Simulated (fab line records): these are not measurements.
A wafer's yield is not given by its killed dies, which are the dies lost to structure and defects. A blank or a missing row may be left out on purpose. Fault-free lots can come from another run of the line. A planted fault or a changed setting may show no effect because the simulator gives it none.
fab line records + flow ritCmos
[record]
- lots = 5
- wafers = 23
route steps=202 shown SDANNEAL@156 PSD@157 PLDD@159 CONTACT@168 M1@196
startH: hours from the record's opening day to when the first of the lot's shown wafers began + waitH: hours from the lot's prior step to this one + " as in the row above + L1.1+2: one row covering several wafers at once + - no value, or no start given + * or withheld: withheld + < > ~ a bound
route shown NAME@n: NAME is a module with steps in the file, n the number in the route of the first one + usual: mean/standard deviation taken from wafers without a fault + same: alike in all rows + chamber/n: place in a boat + sites: the reading at each site + _std_site: their standard deviation + _edge_site: outer sites' mean less inner sites' + radiusMm: how far each site lies from the wafer's centre + mask NAME#n: copy n + behind: the most recent tool/chamber to have shaped the wafer + hold: why the lot went on hold/how many hours it stayed there/how the hold came to an end + device: which transistor (n, p or np) failed to switch + end of line: the tests these same wafers got at the end of their route + a step given without rows: its recipe and nothing more + killed: at the first sort, the dies lost to defects and structure; wafer yield is something else + map: shows each die of a wafer: x if killed, . if not, _ if none is there
set.NAME: setting as actually run; set.NAME@STEP: the setting as run at that earlier step + model.NAME: the simulator's own value behind a step, which no gauge read
lots with deliberately changed settings; one table per step, one row per wafer
[[steps]]
[step RIT_SDANNEAL_RTA_03]
[recipe]
- tempC = 1050
- timeS = 5
- idleTempC = 600
- rampUpCPerS = 342
- rampDownCPerS = 171
- coolToC = 600
- ambient = N2
| lot.wafer      | tool         | chamber | startH | waitH | set.timeS |
|----------------|--------------|---------|--------|-------|-----------|
| L075.1+2+3     | rtpAnneal-01 | 0       | 60.65  | 0.0   | 5         |
| L075.5+6       | "            | 0       | "      | "     | 4.563     |
| L077.1+3       | rtpAnneal-01 | 0       | 70.05  | 0.0   | 5         |
| L077.2+5+6     | "            | 0       | "      | "     | 4.382     |
| L080.1+2+3+4+6 | rtpAnneal-02 | 0       | 83.80  | 0.0   | 5         |
| L081.1+2+4     | rtpAnneal-01 | 0       | 90.35  | 0.0   | 5         |
| L081.3+5       | "            | 0       | "      | "     | 4.264     |
| L084.3+4+5     | rtpAnneal-02 | 0       | 105.93 | 0.0   | 5         |
[step RIT_SDANNEAL_RS_MEAS_04]
[recipe]
- thkMeasGauge = four-point-probe
[usual]
- PSD_RS = 115.7/0.31
| lot.wafer | tool         | chamber | startH | waitH | set.timeS@SDANNEAL_RTA_03 | PSD_RS[ohm/sq] |
|-----------|--------------|---------|--------|-------|---------------------------|----------------|
| L075.1    | filmMetro-02 | -       | 60.70  | 0.0   | 5                         | 116.2          |
| L075.2    | "            | -       | "      | "     | 5                         | 116.3          |
| L075.3    | "            | -       | "      | "     | 5                         | 115.9          |
| L075.5    | "            | -       | "      | "     | 4.563                     | 117.2          |
| L075.6    | "            | -       | "      | "     | 4.563                     | 117.3          |
| L077.1    | filmMetro-03 | -       | 70.12  | 0.1   | 5                         | 115.2          |
| L077.2    | "            | -       | "      | "     | 4.382                     | 117.5          |
| L077.3    | "            | -       | "      | "     | 5                         | 115.4          |
| L077.5    | "            | -       | "      | "     | 4.382                     | 117.3          |
| L077.6    | "            | -       | "      | "     | 4.382                     | 117.2          |
| L080.1    | filmMetro-04 | -       | 83.86  | 0.0   | 5                         | 116.2          |
| L080.2    | "            | -       | "      | "     | 5                         | 116.1          |
| L080.3    | "            | -       | "      | "     | 5                         | 115.6          |
| L080.4    | "            | -       | "      | "     | 5                         | 115.4          |
| L080.6    | "            | -       | "      | "     | 5                         | 116.0          |
| L081.1    | filmMetro-03 | -       | 90.41  | 0.0   | 5                         | 115.6          |
| L081.2    | "            | -       | "      | "     | 5                         | 115.4          |
| L081.3    | "            | -       | "      | "     | 4.264                     | 118.0          |
| L081.4    | "            | -       | "      | "     | 5                         | 115.9          |
| L081.5    | "            | -       | "      | "     | 4.264                     | 117.8          |
| L084.3    | filmMetro-02 | -       | 106.01 | 0.1   | 5                         | 115.4          |
| L084.4    | "            | -       | "      | "     | 5                         | 115.6          |
| L084.5    | "            | -       | "      | "     | 5                         | 115.6          |
[step RIT_SDANNEAL_RS_MEAS_06]
[recipe]
- thkMeasGauge = four-point-probe
[usual]
- PLDD_RS = 178.6/0.54
| lot.wafer | tool         | chamber | startH | waitH | set.timeS@SDANNEAL_RTA_03 | PLDD_RS[ohm/sq] |
|-----------|--------------|---------|--------|-------|---------------------------|-----------------|
| L075.1    | filmMetro-02 | -       | 60.94  | 0.1   | 5                         | 179.4           |
| L075.2    | "            | -       | "      | "     | 5                         | 179.6           |
| L075.3    | "            | -       | "      | "     | 5                         | 179.1           |
| L075.5    | "            | -       | "      | "     | 4.563                     | 180.6           |
| L075.6    | "            | -       | "      | "     | 4.563                     | 180.8           |
| L077.1    | filmMetro-03 | -       | 70.36  | 0.1   | 5                         | 178.0           |
| L077.2    | "            | -       | "      | "     | 4.382                     | 180.5           |
| L077.3    | "            | -       | "      | "     | 5                         | 178.7           |
| L077.5    | "            | -       | "      | "     | 4.382                     | 180.7           |
| L077.6    | "            | -       | "      | "     | 4.382                     | 180.2           |
| L080.1    | filmMetro-04 | -       | 84.10  | 0.1   | 5                         | 179.8           |
| L080.2    | "            | -       | "      | "     | 5                         | 179.5           |
| L080.3    | "            | -       | "      | "     | 5                         | 179.3           |
| L080.4    | "            | -       | "      | "     | 5                         | 179.2           |
| L080.6    | "            | -       | "      | "     | 5                         | 179.3           |
| L081.1    | filmMetro-03 | -       | 90.65  | 0.1   | 5                         | 175.3           |
| L081.2    | "            | -       | "      | "     | 5                         | 178.9           |
| L081.3    | "            | -       | "      | "     | 4.264                     | 181.6           |
| L081.4    | "            | -       | "      | "     | 5                         | 176.2           |
| L081.5    | "            | -       | "      | "     | 4.264                     | 181.0           |
| L084.3    | filmMetro-02 | -       | 106.25 | 0.1   | 5                         | 178.6           |
| L084.4    | "            | -       | "      | "     | 5                         | 178.5           |
| L084.5    | "            | -       | "      | "     | 5                         | 178.6           |
[step RIT_CONTACT_CVD_00]
[recipe]
- material = SiO2
- targetThkNm = 400
- precursor = TEOS
- tempC = 390
- timeS = 61
- rfW = 400
| lot.wafer | tool     | chamber | startH | waitH | set.timeS | model.SiO2_of_CONTACT_CVD_00.thkNm |
|-----------|----------|---------|--------|-------|-----------|------------------------------------|
| L075.1    | pecvd-03 | 1       | 61.71  | 0.1   | 55.23     | 358.2                              |
| L075.2    | "        | 0       | "      | "     | 61        | 400                                |
| L075.3    | "        | 2       | "      | "     | 61        | 402.2                              |
| L075.5    | "        | 0       | "      | "     | 55.23     | 364.2                              |
| L075.6    | "        | 2       | "      | "     | 61        | 404.1                              |
| L077.1    | pecvd-02 | 1       | 71.12  | 0.1   | 61        | 391.6                              |
| L077.2    | "        | 2       | "      | "     | 61        | 390                                |
| L077.3    | "        | 0       | "      | "     | 61        | 397.7                              |
| L077.5    | "        | 2       | "      | "     | 61        | 396.3                              |
| L077.6    | "        | 1       | "      | "     | 61        | 397.9                              |
| L080.1    | pecvd-02 | 2       | 84.85  | 0.1   | 61        | 397.4                              |
| L080.2    | "        | 0       | "      | "     | 61        | 395.3                              |
| L080.3    | "        | 1       | "      | "     | 52.66     | 334.7                              |
| L080.4    | "        | 1       | "      | "     | 52.66     | 336.5                              |
| L080.6    | "        | 0       | "      | "     | 52.66     | 348.8                              |
| L081.1    | pecvd-03 | 1       | 91.41  | 0.1   | 63.41     | 418                                |
| L081.2    | "        | 0       | "      | "     | 61        | 401.3                              |
| L081.3    | "        | 2       | "      | "     | 61        | 401.4                              |
| L081.4    | "        | 0       | "      | "     | 61        | 409.5                              |
| L081.5    | "        | 2       | "      | "     | 63.41     | 417.9                              |
| L084.3    | pecvd-03 | 1       | 106.97 | 0.0   | 61        | 401.4                              |
| L084.4    | "        | 2       | "      | "     | 61        | 408                                |
| L084.5    | "        | 1       | "      | "     | 61        | 403.3                              |
[step RIT_CONTACT_THK_MEAS_01]
[recipe]
- reads = SiO2_of_CONTACT_CVD_00
[usual]
- CONTACT_TEOS_THK = 400/5.6
| lot.wafer | tool         | chamber | startH | waitH | set.timeS@CONTACT_CVD_00 | CONTACT_TEOS_THK[nm] |
|-----------|--------------|---------|--------|-------|--------------------------|----------------------|
| L075.1    | filmMetro-04 | -       | 61.76  | 0.0   | 55.23                    | 358                  |
| L075.2    | "            | -       | "      | "     | 61                       | 400                  |
| L075.3    | "            | -       | "      | "     | 61                       | 402                  |
| L075.5    | "            | -       | "      | "     | 55.23                    | 364                  |
| L075.6    | "            | -       | "      | "     | 61                       | 404                  |
| L077.1    | filmMetro-04 | -       | 71.17  | 0.0   | 61                       | 391                  |
| L077.2    | "            | -       | "      | "     | 61                       | 390                  |
| L077.3    | "            | -       | "      | "     | 61                       | 398                  |
| L077.5    | "            | -       | "      | "     | 61                       | 396                  |
| L077.6    | "            | -       | "      | "     | 61                       | 398                  |
| L080.1    | filmMetro-04 | -       | 84.90  | 0.0   | 61                       | 397                  |
| L080.2    | "            | -       | "      | "     | 61                       | 395                  |
| L080.3    | "            | -       | "      | "     | 52.66                    | 335                  |
| L080.4    | "            | -       | "      | "     | 52.66                    | 337                  |
| L080.6    | "            | -       | "      | "     | 52.66                    | 349                  |
| L081.1    | filmMetro-01 | -       | 91.46  | 0.0   | 63.41                    | 418                  |
| L081.2    | "            | -       | "      | "     | 61                       | 401                  |
| L081.3    | "            | -       | "      | "     | 61                       | 401                  |
| L081.4    | "            | -       | "      | "     | 61                       | 410                  |
| L081.5    | "            | -       | "      | "     | 63.41                    | 417                  |
| L084.3    | filmMetro-02 | -       | 107.04 | 0.0   | 61                       | 401                  |
| L084.4    | "            | -       | "      | "     | 61                       | 408                  |
| L084.5    | "            | -       | "      | "     | 61                       | 403                  |
[step RIT_CONTACT_DEVELOP_07]
[recipe]
- resist = NOVOLAK
- developTimeS = 120
- devTempC = 23
| lot.wafer      | tool          | chamber | startH | waitH | set.developTimeS |
|----------------|---------------|---------|--------|-------|------------------|
| L075.1+3+5     | lithoTrack-03 | 0       | -      | -     | 120              |
| L075.2+6       | "             | 0       | "      | "     | 106.4            |
| L077.1+2+3+5+6 | lithoTrack-04 | 0       | -      | -     | 120              |
| L080.1+2+3+4+6 | lithoTrack-03 | 0       | -      | -     | 120              |
| L081.1+2       | lithoTrack-02 | 0       | -      | -     | 120              |
| L081.3+4+5     | "             | 0       | "      | "     | 106              |
| L084.3+4+5     | lithoTrack-04 | 0       | -      | -     | 120              |
[step RIT_CONTACT_CD_MEAS_08]
[recipe]
- targetCdNm = 1000
[usual]
- cdNm = 1000/3.5
| lot.wafer | tool     | chamber | startH | waitH | set.developTimeS@CONTACT_DEVELOP_07 | cdNm |
|-----------|----------|---------|--------|-------|-------------------------------------|------|
| L075.1    | cdSem-02 | -       | 63.04  | -     | 120                                 | 1003 |
| L075.2    | "        | -       | "      | "     | 106.4                               | 992  |
| L075.3    | "        | -       | "      | "     | 120                                 | 1001 |
| L075.5    | "        | -       | "      | "     | 120                                 | 1000 |
| L075.6    | "        | -       | "      | "     | 106.4                               | 990  |
| L077.1    | cdSem-02 | -       | 72.32  | -     | 120                                 | 998  |
| L077.2    | "        | -       | "      | "     | 120                                 | 998  |
| L077.3    | "        | -       | "      | "     | 120                                 | 996  |
| L077.5    | "        | -       | "      | "     | 120                                 | 998  |
| L077.6    | "        | -       | "      | "     | 120                                 | 996  |
| L080.1    | cdSem-01 | -       | 85.93  | -     | 120                                 | 1009 |
| L080.2    | "        | -       | "      | "     | 120                                 | 1008 |
| L080.3    | "        | -       | "      | "     | 120                                 | 1007 |
| L080.4    | "        | -       | "      | "     | 120                                 | 1007 |
| L080.6    | "        | -       | "      | "     | 120                                 | 1007 |
| L081.1    | cdSem-02 | -       | 92.61  | -     | 120                                 | 1008 |
| L081.2    | "        | -       | "      | "     | 120                                 | 1008 |
| L081.3    | "        | -       | "      | "     | 106                                 | 997  |
| L081.4    | "        | -       | "      | "     | 106                                 | 996  |
| L081.5    | "        | -       | "      | "     | 106                                 | 996  |
| L084.3    | cdSem-02 | -       | 108.28 | -     | 120                                 | 999  |
| L084.4    | "        | -       | "      | "     | 120                                 | 996  |
| L084.5    | "        | -       | "      | "     | 120                                 | 1000 |
[step RIT_CONTACT_ETCH_11]
[recipe]
- targetDepthA = 4800
- overEtchFrac = 0.2
- stopOn = TiSi2
- chemistry = CHF3/CF4/Ar
- target = SiO2
- CHF3_flow_sccm = 50
- cf4FlowSccm = 10
- Ar_flow_sccm = 100
- O2_flow_sccm = 5
- pressureMtorr = 100
- rfW = 200
- timeS = 320
| lot.wafer | tool       | chamber | startH | waitH | set.rfW | set.timeS@CONTACT_CVD_00 | set.developTimeS@CONTACT_DEVELOP_07 | model.etch.depthNm | model.CONTACT.featureDepthNm | model.CONTACT.cdNm |
|-----------|------------|---------|--------|-------|---------|--------------------------|-------------------------------------|--------------------|------------------------------|--------------------|
| L075.1    | rieDiel-02 | 3       | 63.35  | 0.1   | 200     | 55.23                    | 120                                 | 358.2              | 358.2                        | 1004               |
| L075.2    | "          | 1       | "      | "     | 200     | 61                       | 106.4                               | 400                | 400                          | 992.2              |
| L075.3    | "          | 0       | "      | "     | 189.3   | 61                       | 120                                 | 402.2              | 402.2                        | 1001               |
| L075.5    | "          | 1       | "      | "     | 200     | 55.23                    | 120                                 | 364.2              | 364.2                        | 1000               |
| L075.6    | "          | 2       | "      | "     | 189.3   | 61                       | 106.4                               | 404.1              | 404.1                        | 989.6              |
| L077.1    | rieDiel-02 | 1       | 72.63  | 0.1   | 200     | 61                       | 120                                 | 391.6              | 391.6                        | 997.7              |
| L077.2    | "          | 3       | "      | "     | 206.2   | 61                       | 120                                 | 390                | 390                          | 998.6              |
| L077.3    | "          | 0       | "      | "     | 200     | 61                       | 120                                 | 397.7              | 397.7                        | 996                |
| L077.5    | "          | 1       | "      | "     | 200     | 61                       | 120                                 | 396.3              | 396.3                        | 998.4              |
| L077.6    | "          | 2       | "      | "     | 206.2   | 61                       | 120                                 | 397.9              | 397.9                        | 995.9              |
| L080.1    | rieDiel-02 | 1       | 86.24  | 0.1   | 200     | 61                       | 120                                 | 397.4              | 397.4                        | 1009               |
| L080.2    | "          | 2       | "      | "     | 191.7   | 61                       | 120                                 | 395.3              | 395.3                        | 1008               |
| L080.3    | "          | 0       | "      | "     | 200     | 52.66                    | 120                                 | 334.7              | 334.7                        | 1007               |
| L080.4    | "          | 3       | "      | "     | 200     | 52.66                    | 120                                 | 336.5              | 336.5                        | 1008               |
| L080.6    | "          | 0       | "      | "     | 191.7   | 52.66                    | 120                                 | 348.8              | 348.8                        | 1007               |
| L081.1    | rieDiel-02 | 2       | 92.92  | 0.1   | 200     | 63.41                    | 120                                 | 418                | 418                          | 1007               |
| L081.2    | "          | 0       | "      | "     | 200     | 61                       | 120                                 | 401.3              | 401.3                        | 1007               |
| L081.3    | "          | 1       | "      | "     | 200     | 61                       | 106                                 | 401.4              | 401.4                        | 997.1              |
| L081.4    | "          | 3       | "      | "     | 223.7   | 61                       | 106                                 | 409.5              | 409.5                        | 997.4              |
| L081.5    | "          | 3       | "      | "     | 223.7   | 63.41                    | 106                                 | 417.9              | 417.9                        | 997.4              |
| L084.3    | rieDiel-01 | 0       | 108.63 | 0.1   | 200     | 61                       | 120                                 | 401.4              | 401.4                        | 998.4              |
| L084.4    | "          | 0       | "      | "     | 200     | 61                       | 120                                 | 408                | 408                          | 996.1              |
| L084.5    | "          | 3       | "      | "     | 200     | 61                       | 120                                 | 403.3              | 403.3                        | 999.6              |
[step RIT_CONTACT_STRIP_12]
[recipe]
- chemistry = O2
- timeS = 171.1
- resist = NOVOLAK
- platenTempC = withheld
- powerW = 500
- pressureMtorr = 4000
- o2FlowSccm = 4000
[step RIT_CONTACT_CD_MEAS_90]
[recipe]
- targetCdNm = 1000
[usual]
- cdNm = 1000/3.6
| lot.wafer | tool     | chamber | startH | waitH | set.developTimeS@CONTACT_DEVELOP_07 | cdNm |
|-----------|----------|---------|--------|-------|-------------------------------------|------|
| L075.1    | cdSem-02 | -       | 63.72  | 0.1   | 120                                 | 1004 |
| L075.2    | "        | -       | "      | "     | 106.4                               | 992  |
| L075.3    | "        | -       | "      | "     | 120                                 | 1001 |
| L075.5    | "        | -       | "      | "     | 120                                 | 1000 |
| L075.6    | "        | -       | "      | "     | 106.4                               | 989  |
| L077.1    | cdSem-01 | -       | 73.00  | 0.1   | 120                                 | 998  |
| L077.2    | "        | -       | "      | "     | 120                                 | 999  |
| L077.3    | "        | -       | "      | "     | 120                                 | 996  |
| L077.5    | "        | -       | "      | "     | 120                                 | 998  |
| L077.6    | "        | -       | "      | "     | 120                                 | 996  |
| L080.1    | cdSem-01 | -       | 86.61  | 0.1   | 120                                 | 1009 |
| L080.2    | "        | -       | "      | "     | 120                                 | 1008 |
| L080.3    | "        | -       | "      | "     | 120                                 | 1007 |
| L080.4    | "        | -       | "      | "     | 120                                 | 1008 |
| L080.6    | "        | -       | "      | "     | 120                                 | 1008 |
| L081.1    | cdSem-01 | -       | 93.29  | 0.1   | 120                                 | 1007 |
| L081.2    | "        | -       | "      | "     | 120                                 | 1007 |
| L081.3    | "        | -       | "      | "     | 106                                 | 997  |
| L081.4    | "        | -       | "      | "     | 106                                 | 997  |
| L081.5    | "        | -       | "      | "     | 106                                 | 998  |
| L084.3    | cdSem-01 | -       | 109.04 | 0.1   | 120                                 | 998  |
| L084.4    | "        | -       | "      | "     | 120                                 | 996  |
| L084.5    | "        | -       | "      | "     | 120                                 | 1000 |
[step RIT_M1_METAL_ETCH_12]
[recipe]
- stopOn = SiO2
- chemistry = Cl2/BCl3
- target = Al
- timeS = 165
- overEtchFrac = 0.5
- pressureMtorr = 100
- targetDepthA = 6000
- rfW = 250
- Cl2_flow_sccm = 60
- bcl3FlowSccm = 50
| lot.wafer | tool        | chamber | startH | waitH | set.timeS | model.NOVOLAK_of_M1_COAT_04.thkNm |
|-----------|-------------|---------|--------|-------|-----------|-----------------------------------|
| L075.1    | rieMetal-01 | 0       | 66.42  | 0.2   | 165       | 790.9                             |
| L075.2    | "           | 1       | "      | "     | 185.1     | 763.1                             |
| L075.3    | "           | 0       | "      | "     | 165       | 795.6                             |
| L075.5    | "           | 0       | "      | "     | 185.1     | 752                               |
| L075.6    | "           | 1       | "      | "     | 185.1     | 768.7                             |
| L077.1    | rieMetal-03 | 0       | 75.53  | 0.2   | 140.5     | 862.4                             |
| L077.2    | "           | 1       | "      | "     | 140.5     | 855.8                             |
| L077.3    | "           | 1       | "      | "     | 140.5     | 849.6                             |
| L077.5    | "           | 0       | "      | "     | 165       | 808.1                             |
| L077.6    | "           | 1       | "      | "     | 165       | 801.6                             |
| L080.1    | rieMetal-03 | 0       | 88.85  | 0.2   | 152.3     | 833.5                             |
| L080.2    | "           | 1       | "      | "     | 152.3     | 826.2                             |
| L080.3    | "           | 1       | "      | "     | 165       | 802.1                             |
| L080.4    | "           | 0       | "      | "     | 152.3     | 830.8                             |
| L080.6    | "           | 1       | "      | "     | 165       | 798.1                             |
| L081.1    | rieMetal-01 | 1       | 95.87  | 0.2   | 165       | 811.1                             |
| L081.2    | "           | 0       | "      | "     | 165       | 797.6                             |
| L081.3    | "           | 1       | "      | "     | 165       | 811                               |
| L081.4    | "           | 0       | "      | "     | 165       | 798.6                             |
| L081.5    | "           | 1       | "      | "     | 165       | 811.5                             |
| L084.3    | rieMetal-01 | 1       | 111.30 | 0.2   | 165       | 812                               |
| L084.4    | "           | 0       | "      | "     | 165       | 793.1                             |
| L084.5    | "           | 1       | "      | "     | 165       | 807.3                             |
[step RIT_M1_STRIP_13]
[recipe]
- chemistry = nmp
- resist = NOVOLAK
- tempC = 80
- timeS = 600
- dry = n2Spin
| lot.wafer      | tool        | chamber | startH | waitH | set.timeS |
|----------------|-------------|---------|--------|-------|-----------|
| L075.1+2+3+5+6 | -           | -       | -      | 0.1   | 545.9     |
| L077.1+2+3+5+6 | -           | -       | -      | 0.1   | 600       |
| L080.1+2+3+4+6 | -           | -       | -      | 0.1   | 680.8     |
| L081.1+2+3+4+5 | -           | -       | -      | 0.1   | 526.4     |
| L084.3+4+5     | wetBench-04 | 2       | 111.41 | 0.1   | 600       |
[step RIT_M1_STRIP_14]
[recipe]
- chemistry = O2
- timeS = 180
- platenTempC = withheld
- powerW = 500
- pressureMtorr = 4000
- o2FlowSccm = 4000
[step RIT_M1_ANNEAL_15]
[recipe]
- tempC = 450
- timeS = 1833
- ambient = forming_gas_H2N2
[step RIT_M1_PROBE_99]
[usual]
- killedAtFrontEnd = 7/3
- killedDies = 7/3
- killedOpen = 3.3/1.9
- killedShort = 3.3/2
[same]
- grossDies = 264
- killed_at_M0_to_M3 = 0
- killed_at_M4_up = 0
- killedAtBackSide = 0
- killedAtContacts = 0
- killedAtOther = 0
| lot.wafer | tool      | chamber | startH | waitH | set.timeS@CONTACT_CVD_00 | killedAtFrontEnd | killedDies | killedOpen | killedShort | model.etest.fieldPMetal.vtV |
|-----------|-----------|---------|--------|-------|--------------------------|------------------|------------|------------|-------------|-----------------------------|
| L075.1    | prober-02 | -       | 68.68  | 0.1   | 55.23                    | 13               | 13         | 7          | 6           | -28.88                      |
| L075.2    | prober-02 | -       | 68.73  | 0.1   | 61                       | 9                | 9          | 5          | 4           | -31.8                       |
| L075.3    | prober-02 | -       | 68.78  | 0.2   | 61                       | 6                | 6          | 4          | 2           | -31.27                      |
| L075.5    | prober-02 | -       | 68.88  | 0.2   | 55.23                    | 8                | 8          | 7          | 1           | -28.73                      |
| L075.6    | prober-02 | -       | 68.93  | 0.2   | 61                       | 8                | 8          | 4          | 4           | -32.72                      |
| L077.1    | prober-02 | -       | 77.78  | 0.1   | 61                       | 1                | 1          | 0          | 1           | -28.49                      |
| L077.2    | prober-02 | -       | 77.83  | 0.1   | 61                       | 10               | 10         | 4          | 6           | -29.11                      |
| L077.3    | prober-02 | -       | 77.88  | 0.2   | 61                       | 8                | 8          | 4          | 4           | -28.91                      |
| L077.5    | prober-02 | -       | 77.98  | 0.2   | 61                       | 5                | 5          | 0          | 5           | -28.41                      |
| L077.6    | prober-02 | -       | 78.03  | 0.2   | 61                       | 7                | 7          | 3          | 4           | -28.75                      |
| L080.1    | prober-01 | -       | 91.11  | 0.1   | 61                       | 12               | 12         | 5          | 7           | -31.72                      |
| L080.2    | prober-01 | -       | 91.16  | 0.1   | 61                       | 6                | 6          | 3          | 3           | -31.76                      |
| L080.3    | prober-01 | -       | 91.21  | 0.2   | 52.66                    | 3                | 3          | 2          | 1           | -28.14                      |
| L080.4    | prober-01 | -       | 91.26  | 0.2   | 52.66                    | 6                | 6          | 2          | 4           | -27.85                      |
| L080.6    | prober-01 | -       | 91.36  | 0.2   | 52.66                    | 4                | 4          | 1          | 3           | -28.56                      |
| L081.1    | prober-02 | -       | 98.14  | 0.1   | 63.41                    | 9                | 9          | 5          | 4           | -30.96                      |
| L081.2    | prober-02 | -       | 98.19  | 0.1   | 61                       | 7                | 7          | 5          | 2           | -29.5                       |
| L081.3    | prober-02 | -       | 98.24  | 0.2   | 61                       | 3                | 3          | 3          | 0           | -29.66                      |
| L081.4    | prober-02 | -       | 98.29  | 0.2   | 61                       | 7                | 7          | 6          | 1           | -30.55                      |
| L081.5    | prober-02 | -       | 98.34  | 0.2   | 63.41                    | 4                | 4          | 3          | 1           | -30.8                       |
| L084.3    | prober-01 | -       | 113.60 | 0.2   | 61                       | 10               | 10         | 6          | 4           | -30.52                      |
| L084.4    | prober-01 | -       | 113.65 | 0.2   | 61                       | 8                | 8          | 4          | 4           | -30.73                      |
| L084.5    | prober-01 | -       | 113.70 | 0.2   | 61                       | 11               | 11         | 8          | 3           | -30.68                      |
// killed by level:class
L075.1 GATE:geometricParticle:open=4 GATE:geometricParticle:short=4 REOX:geometricParticle:open=2 SILICIDE:geometricParticle:short=2 SILICIDE:geometricParticle:open=1
L075.2 GATE:geometricParticle:open=2 GATE:geometricParticle:short=2 SPACER:geometricParticle:short=2 FOX2:geometricParticle:open=1 SPACER:geometricParticle:open=1 SILICIDE:geometricParticle:open=1
L075.3 GATE:geometricParticle:short=1 GATE:geometricParticle:open=1 REOX:geometricParticle:open=1 SPACER:geometricParticle:open=1 SPACER:geometricParticle:short=1 SILICIDE:geometricParticle:open=1
L075.5 GATE:geometricParticle:open=4 REOX:geometricParticle:open=2 SPACER:geometricParticle:open=1 SPACER:geometricParticle:short=1
L075.6 FOX1:geometricParticle:open=1 FOX1:geometricParticle:short=1 FOX2:geometricParticle:short=1 GATE:geometricParticle:short=1 GATE:geometricParticle:open=1 SPACER:geometricParticle:open=1 SILICIDE:geometricParticle:short=1 SILICIDE:geometricParticle:open=1
L077.1 FOX2:geometricParticle:short=1
L077.2 GATE:geometricParticle:open=4 FOX1:geometricParticle:short=2 GATE:geometricParticle:short=2 REOX:geometricParticle:short=1 SPACER:geometricParticle:short=1
L077.3 GATE:geometricParticle:short=3 GATE:geometricParticle:open=2 FOX1:geometricParticle:open=1 SILICIDE:geometricParticle:short=1 SILICIDE:geometricParticle:open=1
L077.5 GATE:geometricParticle:short=3 FOX2:geometricParticle:short=1 REOX:geometricParticle:short=1
L077.6 GATE:geometricParticle:open=2 SPACER:geometricParticle:short=2 FOX1:geometricParticle:short=1 GATE:geometricParticle:short=1 SPACER:geometricParticle:open=1
L080.1 GATE:geometricParticle:open=3 REOX:geometricParticle:short=3 FOX1:geometricParticle:open=2 GATE:geometricParticle:short=2 FOX2:geometricParticle:short=1 SILICIDE:geometricParticle:short=1
L080.2 GATE:geometricParticle:open=2 FOX1:geometricParticle:short=1 REOX:geometricParticle:short=1 SPACER:geometricParticle:short=1 SPACER:geometricParticle:open=1
L080.3 FOX1:geometricParticle:short=1 REOX:geometricParticle:open=1 SILICIDE:geometricParticle:open=1
L080.4 FOX1:geometricParticle:open=2 GATE:geometricParticle:short=2 FOX1:geometricParticle:short=1 REOX:geometricParticle:short=1
L080.6 FOX1:geometricParticle:open=1 GATE:geometricParticle:short=1 REOX:geometricParticle:short=1 STARTING-WAFER:geometricParticle:short=1
L081.1 GATE:geometricParticle:open=4 FOX1:geometricParticle:short=1 FOX2:geometricParticle:short=1 GATE:geometricParticle:short=1 SPACER:geometricParticle:open=1 SILICIDE:geometricParticle:short=1
L081.2 GATE:geometricParticle:open=2 SILICIDE:geometricParticle:open=2 FOX2:geometricParticle:open=1 GATE:geometricParticle:short=1 SILICIDE:geometricParticle:short=1
L081.3 REOX:geometricParticle:open=1 SPACER:geometricParticle:open=1 SILICIDE:geometricParticle:open=1
L081.4 REOX:geometricParticle:open=2 SPACER:geometricParticle:open=2 FOX1:geometricParticle:open=1 SILICIDE:geometricParticle:short=1 SILICIDE:geometricParticle:open=1
L081.5 GATE:geometricParticle:open=1 GATE:geometricParticle:short=1 REOX:geometricParticle:open=1 SPACER:geometricParticle:open=1
L084.3 SILICIDE:geometricParticle:open=4 FOX1:geometricParticle:short=2 REOX:geometricParticle:open=2 SPACER:geometricParticle:short=2
L084.4 SPACER:geometricParticle:open=3 GATE:geometricParticle:short=2 FOX2:geometricParticle:short=1 SPACER:geometricParticle:short=1 SILICIDE:geometricParticle:open=1
L084.5 SPACER:geometricParticle:open=4 SILICIDE:geometricParticle:open=2 FOX2:geometricParticle:open=1 GATE:geometricParticle:short=1 GATE:geometricParticle:open=1 SPACER:geometricParticle:short=1 SILICIDE:geometricParticle:short=1
[[key]]
[split]
- step = RIT_SDANNEAL_RTA_03
- setting = timeS
- stated = 5
- by = wafer
[response]
- step = RIT_SDANNEAL_RS_MEAS_04
- reading = PSD_RS
- change = -0.151
- per = 1%
- r = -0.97
[response]
- step = RIT_SDANNEAL_RS_MEAS_06
- reading = PLDD_RS
- change = -0.232
- per = 1%
- r = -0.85
[split]
- step = RIT_CONTACT_CVD_00
- setting = timeS
- stated = 61
- by = wafer
[response]
- step = RIT_CONTACT_CVD_00
- reading = model.SiO2_of_CONTACT_CVD_00.thkNm
- change = +4.15
- per = 1%
- r = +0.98
[response]
- step = RIT_CONTACT_THK_MEAS_01
- reading = CONTACT_TEOS_THK
- change = +4.14
- per = 1%
- r = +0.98
[response]
- step = RIT_CONTACT_ETCH_11
- reading = model.etch.depthNm
- change = +4.15
- per = 1%
- r = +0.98
[response]
- step = RIT_CONTACT_ETCH_11
- reading = model.CONTACT.featureDepthNm
- change = +4.15
- per = 1%
- r = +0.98
[response]
- step = RIT_M1_PROBE_99
- reading = model.etest.fieldPMetal.vtV
- change = -0.281
- per = 1%
- r = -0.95
[split]
- step = RIT_CONTACT_DEVELOP_07
- setting = developTimeS
- stated = 120
- by = wafer
[response]
- step = RIT_CONTACT_CD_MEAS_08
- reading = cdNm
- change = +0.935
- per = 1%
- r = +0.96
[response]
- step = RIT_CONTACT_ETCH_11
- reading = model.CONTACT.cdNm
- change = +0.9
- per = 1%
- r = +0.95
[response]
- step = RIT_CONTACT_CD_MEAS_90
- reading = cdNm
- change = +0.901
- per = 1%
- r = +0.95
[split]
- step = RIT_CONTACT_ETCH_11
- setting = rfW
- stated = 200
- by = wafer
response none clear
[split]
- step = RIT_M1_METAL_ETCH_12
- setting = timeS
- stated = 165
- by = wafer
[response]
- step = RIT_M1_METAL_ETCH_12
- reading = model.NOVOLAK_of_M1_COAT_04.thkNm
- change = -3.22
- per = 1%
- r = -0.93
[split]
- step = RIT_M1_STRIP_13
- setting = timeS
- stated = 600
- by = lot
response none clear
